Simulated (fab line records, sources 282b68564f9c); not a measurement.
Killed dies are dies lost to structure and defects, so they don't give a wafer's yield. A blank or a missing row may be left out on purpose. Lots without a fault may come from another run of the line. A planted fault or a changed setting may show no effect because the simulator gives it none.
A struck lot beside a sound one | flow rit_cmos | 44 steps out of a route of 202
Sound: wafers L329.3, L329.4, L329.5. Struck: wafers L327.2, L327.4, L327.5. The cause comes at the end.
At each step with rows: each side's tool, then ch and its chambers, then its first start. Under that, the readings that differ: sound wafers | struck wafers | difference of the means | sigmas: that difference in standard deviations of wafers without a fault.
alike: readings whose means differ by less than 2 such deviations, and words and numbers that are the same on both sides. not compared: withheld readings, readings that some wafer has no value for, bounds like >300 that may hide the same value, and numbers for which the record gives no deviation and whose values overlap.
The two part at a step that has a row with sigmas, a row that says differs or no value, or rows on one side only. Numbers that don't overlap but have no deviation are shown without sigmas and don't part them. A reading that every wafer of one side lacks parts them only if that side has two wafers or more.

first, 2 steps without rows for these wafers: RIT_NLDD_HARDBAKE_07 (time 60 s); RIT_NLDD_IMPLANT_08.
RIT_NLDD_STRIP_09: strips in O2, time 180 s.
  sound on plasma_asher-02 ch 0,1, day 5 12:24; struck on plasma_asher-04 ch 0, day 5 04:08
  reading                     | sound       | struck      | difference | sigmas
  drypump_motor_current_A (A) | 6.8 6.0 6.0 | 4.8 4.8 4.8 | -1.5       | -3
  not compared: rf_hours_counter_h
RIT_NLDD_TW_MEAS_10:
  sound on film_metro-04, day 5 12:32; struck on film_metro-01, day 5 04:19
  alike: NLDD_TW
then, 6 steps without rows for these wafers: RIT_PLDD_HMDS_00 (prime time 60 s); RIT_PLDD_COAT_01 (resist thk 1000 nm); RIT_PLDD_SOFTBAKE_02 (time 60 s); RIT_PLDD_EXPOSE_03 (exposes mask M8, target cd 40900 nm); RIT_PLDD_PEB_04; RIT_PLDD_DEVELOP_05 (develop time 50 s).
RIT_PLDD_OVL_MEAS_06:
  sound on overlay-01, day 5 13:35; struck on overlay-02, day 5 05:14
  alike: PLDD_OVL
then, 1 step without rows for these wafers: RIT_PLDD_HARDBAKE_07 (time 60 s).
RIT_PLDD_IMPLANT_08:
  sound on implanter-04 ch 0, day 5 13:48; struck on implanter-03 ch 0, day 5 05:26
  reading                          | sound                         | struck                           | difference  | sigmas
  dose_ions_cm2                    | 8.983e+14 9.006e+14 8.996e+14 | 1.4398e+15 1.4398e+15 1.4407e+15 | +5.4060e+14 | +99 or more
  end_station_pressure_torr (Torr) | 7e-06 7.4e-06 7.3e-06         | 8.3e-06 9.1e-06 8.5e-06          | +1.4e-06    | +4
  faraday_current_uA               | 2798 2778 2810                | 4458 4400 4404                   | +1625       | +31
RIT_PLDD_STRIP_09: strips in O2, time 180 s.
  sound on plasma_asher-02 ch 0,1, day 5 13:58; struck on plasma_asher-01 ch 0,1, day 5 05:34
  reading                     | sound       | struck      | difference | sigmas
  drypump_motor_current_A (A) | 6.1 6.8 6.8 | 5.6 5.6 6.0 | -0.8       | -2
  not compared: rf_hours_counter_h
RIT_PLDD_TW_MEAS_10:
  sound on film_metro-02, day 5 14:05; struck on film_metro-01, day 5 05:44
  reading | sound          | struck         | difference | sigmas
  PLDD_TW | 2355 2351 2348 | 2599 2607 2599 | +250       | +12
then, 4 steps without rows for these wafers: RIT_SPACER_CLEAN_00 (cleans in SC1, time 600 s); RIT_SPACER_CLEAN_01 (cleans in dHF, time 30 s); RIT_SPACER_CLEAN_02 (cleans in SC2, time 600 s); RIT_SPACER_CVD_03 (deposits Si3N4 from SiH2Cl2/NH3, target thk 250 nm, time 3173 s).
RIT_SPACER_THK_MEAS_04:
  sound on film_metro-03, day 5 16:28; struck on film_metro-03, day 5 08:06
  reading                 | sound             | struck            | difference | sigmas
  SPACER_NITRIDE_THK (nm) | 244.1 244.1 246.2 | 238.2 239.2 239.4 | -5.9       | -3
RIT_SPACER_ETCHBACK_05: etches Si3N4 in SF6/CHF3, stops on SiO2, target depth 250 nm, time 240 s.
  sound on rie_diel-04 ch 0,1,2, day 5 16:30; struck on rie_diel-02 ch 2,3, day 5 08:09
  reading               | sound             | struck            | difference | sigmas
  oes_product_au (a.u.) | 0.840 0.837 0.830 | 0.828 0.815 0.814 | -0.017     | -2
  alike: drypump_motor_current_A, throttle_valve_pct
  not compared: rf_hours_counter_h
then, 6 steps without rows for these wafers: RIT_NSD_HMDS_00 (prime time 60 s); RIT_NSD_COAT_01 (resist thk 1000 nm); RIT_NSD_SOFTBAKE_02 (time 60 s); RIT_NSD_EXPOSE_03 (exposes mask M9, target cd 40700 nm); RIT_NSD_PEB_04; RIT_NSD_DEVELOP_05 (develop time 50 s).
RIT_NSD_OVL_MEAS_06:
  sound on overlay-02, day 5 17:38; struck on overlay-02, day 5 09:10
  alike: NSD_OVL
then, 2 steps without rows for these wafers: RIT_NSD_HARDBAKE_07 (time 60 s); RIT_NSD_IMPLANT_08.
RIT_NSD_STRIP_09: strips in O2, time 180 s.
  sound on plasma_asher-03 ch 0,1, day 5 18:01; struck on plasma_asher-01 ch 0,1, day 5 09:29
  alike: drypump_motor_current_A
  not compared: rf_hours_counter_h
RIT_NSD_TW_MEAS_10:
  sound on film_metro-02, day 5 18:09; struck on film_metro-01, day 5 09:40
  alike: NSD_TW
then, 6 steps without rows for these wafers: RIT_PSD_HMDS_00 (prime time 60 s); RIT_PSD_COAT_01 (resist thk 1000 nm); RIT_PSD_SOFTBAKE_02 (time 60 s); RIT_PSD_EXPOSE_03 (exposes mask M10, target cd 40900 nm); RIT_PSD_PEB_04; RIT_PSD_DEVELOP_05 (develop time 50 s).
RIT_PSD_OVL_MEAS_06:
  sound on overlay-02, day 5 19:03; struck on overlay-01, day 5 10:42
  alike: PSD_OVL
then, 2 steps without rows for these wafers: RIT_PSD_HARDBAKE_07 (time 60 s); RIT_PSD_IMPLANT_08.
RIT_PSD_STRIP_09: strips in O2, time 180 s.
  sound on plasma_asher-02 ch 0,1, day 5 19:26; struck on plasma_asher-02 ch 0,1, day 5 11:02
  alike: drypump_motor_current_A
  not compared: rf_hours_counter_h
RIT_SDANNEAL_RS_MEAS_06: measures by four-point-probe.
  sound on film_metro-04, day 5 20:21; struck on film_metro-01, day 5 11:58
  reading          | sound             | struck            | difference | sigmas
  PLDD_RS (ohm/sq) | 178.2 178.8 178.5 | 157.5 157.4 157.6 | -21.0      | -41
RIT_M1_PROBE_99:
  sound on prober-02, day 6 03:35; struck on prober-02, day 5 19:17
  reading                             | sound             | struck            | difference | sigmas
  model.etest.pmos_turned.r_on_ohm_um | 3529 3493 3442    | 3185 3239 3187    | -284       |
  model.etest.pmos_0p15.r_on_ohm_um   | 2814 2777 2746    | 2592 2618 2607    | -173       |
  model.etest.pldd.rs_ohm_sq          | 542.8 533.2 518.6 | 369.3 373.6 369.8 | -160.6     |
  model.etest.pldd.line_ohm_um        | 170.6 163.8 161.3 | 114 117.6 116.6   | -49        |
  model.etest.pmos_turned.drive_ua_um | 181.9 185.1 186.4 | 210.7 201.5 208.8 | +22.5      |
  model.etest.pmos_0p15.drive_ua_um   | 247 252.6 251.9   | 273.9 264.2 272.2 | +19.6      |
  alike: killed_at_front_end, killed_dies, killed_open, killed_short
  not compared: model.etest.pmos_0p3.r_on_ohm_um, model.etest.pmos_0p3.drive_ua_um

WHERE THEY PART
First at RIT_NLDD_STRIP_09; last, within this record, at RIT_SDANNEAL_RS_MEAS_06. Later steps at which nothing parts them and some readings are alike: RIT_M1_PROBE_99.

WHY: what the simulator had put in
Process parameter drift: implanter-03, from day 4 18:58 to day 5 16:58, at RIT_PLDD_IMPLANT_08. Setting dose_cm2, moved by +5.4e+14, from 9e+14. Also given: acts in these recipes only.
